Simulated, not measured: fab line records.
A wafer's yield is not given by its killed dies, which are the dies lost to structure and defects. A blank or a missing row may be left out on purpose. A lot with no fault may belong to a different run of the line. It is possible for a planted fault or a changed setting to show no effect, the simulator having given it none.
Chamber matching ; flow berkeleyCmos170 ; 3 sister chambers for UCB170_CONTACT_ETCH_18 on rieDiel-01
The step etches PSG in CHF3/CF4/Ar, stops on TiSi2, target depth 840 nm, time 195 s. 6 wafers are shown with their chamber, then 5 later ones without.

== WAFERS WITH THEIR CHAMBER ==
wafer;chamber;throttleValvePct (%);drypumpMotorCurrentA (A)
L307.6;3;7.08;5.8
L308.5;3;7.08;5.8
L310.1;2;6.92;5.7
L310.6;1;6.96;5.3
L314.2;1;6.96;5.3
L314.3;2;6.93;5.6

== WAFERS WITH NO CHAMBER GIVEN ==
wafer;throttleValvePct (%);drypumpMotorCurrentA (A)
L314.5;6.92;5.6
L323.1;6.92;5.6
L323.3;6.96;5.3
L323.5;6.95;5.3
L325.3;6.91;5.6

== THE CHAMBER EACH PASSED THROUGH ==
wafer;from the rows above;in truth
L314.5;2;2
L323.1;2;2
L323.3;1;1
L323.5;1;1
L325.3;2;2
Correct placement for 5 of the 5. Not placeable from these rows: 0. Wrongly placed: 0.
How it was worked out, from the rows above alone: a wafer's distance from a chamber is the root of the sum, over the readings, of the square of ((its reading less the chamber's mean) divided by the reading's scatter). The wafer belongs to the nearest chamber; if the next one is less than 2 further off, it can't be placed. Each chamber's mean is taken over the wafers shown for it. The scatter: the root of (the sum of the squares of (reading less its chamber's mean) over the shown wafers, divided by (wafers less chambers)).
